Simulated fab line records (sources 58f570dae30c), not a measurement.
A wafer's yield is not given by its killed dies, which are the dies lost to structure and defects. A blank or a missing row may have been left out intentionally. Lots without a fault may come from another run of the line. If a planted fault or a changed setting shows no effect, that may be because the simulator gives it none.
fab line records ; flow berkeley-cmos170
[record] lots = 14; wafers = 42; last-day = 13
route steps=331 shown CONTACT@229
lots untouched by any fault: they come from a run of this same line in which no faults occurred
start-h: hours from the record's first day to the start of the lot's first wafer shown ; wait-h: time in hours since the lot's previous step ; " the same as in the row above ; L1.1+2: a row that stands for several wafers ; - value missing, or start not given ; * or withheld: withheld ; < > ~ a bound
route shown NAME@n: names a module that has steps shown in the file, with the first one's number in the route ; usual: mean and standard deviation over wafers with no fault ; same: alike in all rows ; chamber/n: place in a boat ; sites: per-site readings ; _std_site: how widely they spread, as a standard deviation ; _edge_site: inner sites' mean taken away from outer sites' mean ; radius-mm: how far each site lies from the wafer's centre ; mask NAME#n: copy n ; behind: the most recent tool/chamber to have shaped the wafer ; hold: cause of the lot's hold/its duration in hours/its outcome ; device: names the non-switching transistor (n, p or np) ; end of line: tests of these same wafers at the route's end ; a step without rows: its recipe alone ; killed: dies lost to structure and defects at the first sort, not the wafer's yield ; map: per-die view of a wafer (x killed, . not killed, _ where there is no die)
set.NAME: the run value of the setting; set.NAME@STEP: its run value at that earlier step ; model.NAME: the simulator's own value behind a step, which no gauge read
steps of the route over a sample of lots; a table a step, a row a wafer
[[steps]]
[step UCB170_CONTACT_PEB_13]
[recipe] peb-temp-c = 130; peb-time-s = withheld; resist = KrF
[usual] heater-power-total-W = 56.79/0.045; plate-temp-C = 130.01/0.13
lot.wafer;tool;chamber;start-h;wait-h;heater-power-total-W;plate-temp-C
L326.1;litho-track-04;0;171.37;0.1;56.86;130.09
L326.5;litho-track-04;0;171.37;0.1;56.83;129.94
L326.6;litho-track-04;0;171.37;0.1;56.80;130.06
L329.1;litho-track-02;0;189.02;0.1;56.73;130.09
L329.5;litho-track-02;0;189.02;0.1;56.86;129.88
L329.6;litho-track-02;0;189.02;0.1;56.85;129.99
L330.1;litho-track-02;0;199.39;0.1;56.78;129.98
L330.3;litho-track-02;0;199.39;0.1;56.80;129.89
L330.6;litho-track-02;0;199.39;0.1;56.80;130.06
L333.1;litho-track-02;0;201.80;0.4;56.75;129.99
L333.4;litho-track-02;0;201.80;0.4;56.78;129.88
L333.6;litho-track-02;0;201.80;0.4;56.87;129.97
L332.2;litho-track-02;0;202.10;0.4;56.76;129.97
L332.4;litho-track-02;0;202.10;0.4;56.79;129.91
L332.5;litho-track-02;0;202.10;0.4;56.80;129.85
L337.2;litho-track-01;0;221.77;0.5;56.80;130.00
L337.4;litho-track-01;0;221.77;0.5;56.84;129.98
L337.6;litho-track-01;0;221.77;0.5;56.76;129.84
L336.4;litho-track-04;0;222.75;0.5;56.91;130.03
L336.5;litho-track-04;0;222.75;0.5;56.83;130.10
L336.6;litho-track-04;0;222.75;0.5;56.86;130.17
L339.4;litho-track-01;0;235.77;0.1;56.83;130.03
L339.5;litho-track-01;0;235.77;0.1;56.84;130.18
L339.6;litho-track-01;0;235.77;0.1;56.83;129.99
L340.1;litho-track-02;0;240.79;0.1;56.68;130.08
L340.5;litho-track-02;0;240.79;0.1;56.78;130.04
L340.6;litho-track-02;0;240.79;0.1;56.77;130.19
L342.4;litho-track-04;0;241.21;0.1;56.90;130.07
L342.5;litho-track-04;0;241.21;0.1;56.74;130.02
L342.6;litho-track-04;0;241.21;0.1;56.78;130.11
L343.3;litho-track-02;0;241.43;0.1;56.79;130.06
L343.5;litho-track-02;0;241.43;0.1;56.78;130.08
L343.6;litho-track-02;0;241.43;0.1;56.84;129.92
L344.2;litho-track-01;0;244;-;55.39;127.61
L344.4;litho-track-01;0;244;-;55.43;127.69
L344.6;litho-track-01;0;244;-;55.52;127.80
L348.1;litho-track-01;0;282.56;0.1;55.43;127.72
L348.4;litho-track-01;0;282.56;0.1;55.45;127.66
L348.5;litho-track-01;0;282.56;0.1;55.44;127.61
L349.3;litho-track-02;0;282.96;0.1;56.83;129.86
L349.5;litho-track-02;0;282.96;0.1;56.78;129.94
L349.6;litho-track-02;0;282.96;0.1;56.81;129.91
[step UCB170_CONTACT_CD_MEAS_15]
[recipe] target-cd-nm = 700
[usual] cd-nm = 699.8/1.3
lot.wafer;tool;chamber;start-h;wait-h;cd-nm
L326.1;cd-sem-02;-;171.64;-;698.1
L326.5;cd-sem-02;-;171.64;-;698.0
L326.6;cd-sem-02;-;171.64;-;698.8
L329.1;cd-sem-02;-;189.29;-;700.9
L329.5;cd-sem-02;-;189.29;-;699.8
L329.6;cd-sem-02;-;189.29;-;700.6
L330.1;cd-sem-02;-;199.66;-;698.5
L330.3;cd-sem-02;-;199.66;-;699.1
L330.6;cd-sem-02;-;199.66;-;699.2
L333.1;cd-sem-02;-;202.07;-;699.8
L333.4;cd-sem-02;-;202.07;-;699.9
L333.6;cd-sem-02;-;202.07;-;700.6
L332.2;cd-sem-02;-;202.37;-;702.3
L332.4;cd-sem-02;-;202.37;-;702.3
L332.5;cd-sem-02;-;202.37;-;701.5
L337.2;cd-sem-02;-;222.04;-;698.7
L337.4;cd-sem-02;-;222.04;-;697.7
L337.6;cd-sem-02;-;222.04;-;698.4
L336.4;cd-sem-01;-;223.01;-;696.6
L336.5;cd-sem-01;-;223.01;-;698.4
L336.6;cd-sem-01;-;223.01;-;698.2
L339.4;cd-sem-02;-;236.03;-;700.1
L339.5;cd-sem-02;-;236.03;-;700.1
L339.6;cd-sem-02;-;236.03;-;699.2
L340.1;cd-sem-02;-;241.06;-;701.1
L340.5;cd-sem-02;-;241.06;-;699.8
L340.6;cd-sem-02;-;241.06;-;701.2
L342.4;cd-sem-01;-;241.47;-;699.5
L342.5;cd-sem-01;-;241.47;-;699.6
L342.6;cd-sem-01;-;241.47;-;699.7
L343.3;cd-sem-01;-;241.70;-;699.5
L343.5;cd-sem-01;-;241.70;-;698.3
L343.6;cd-sem-01;-;241.70;-;699.0
L344.2;cd-sem-02;-;244.49;-;682.0
L344.4;cd-sem-02;-;244.49;-;683.5
L344.6;cd-sem-02;-;244.49;-;682.7
L348.1;cd-sem-02;-;282.86;-;686.3
L348.4;cd-sem-02;-;282.86;-;686.3
L348.5;cd-sem-02;-;282.86;-;686.5
L349.3;cd-sem-01;-;283.23;-;700.5
L349.5;cd-sem-01;-;283.23;-;701.3
L349.6;cd-sem-01;-;283.23;-;701.0
[[key]]
[first-sign] step = UCB170_CONTACT_PEB_13; reading = heater-power-total-W; direction = down; sigmas = 30; usual = 56.79; struck = 55.44
[effect] step = UCB170_CONTACT_PEB_13; reading = plate-temp-C; direction = down; sigmas = 18; usual = *; struck = *
[effect] step = UCB170_CONTACT_CD_MEAS_15; reading = cd-nm; direction = down; sigmas = 12; usual = 699.8; struck = 684.6; through = control-loop
met-at UCB170_CONTACT_PEB_13
struck-lots L344,L348
tester-left-out L344,L348
[loop-trim] step = UCB170_CONTACT_EXPOSE_12; setting = dose; lots = L348
onset-between 235.77 244
[fault] kind = process-parameter-drift; tool = litho-track-01; chamber = -; onset-h = 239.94; steps = UCB170_CONTACT_PEB_13; channel = peb-temp-c; offset = *; shape = step; end-h = 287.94; acts-in = *; stated = *
// tester-left-out: of these lots the tester's yield and bins aren't shown, on N5 and GAA mostly nor the transistor test; their killed dies are dies lost to structure and defects alone, not to doping, threshold or leakage, so they don't give the yield
// loop-trim: a control loop set the setting to another value than it would have without faults
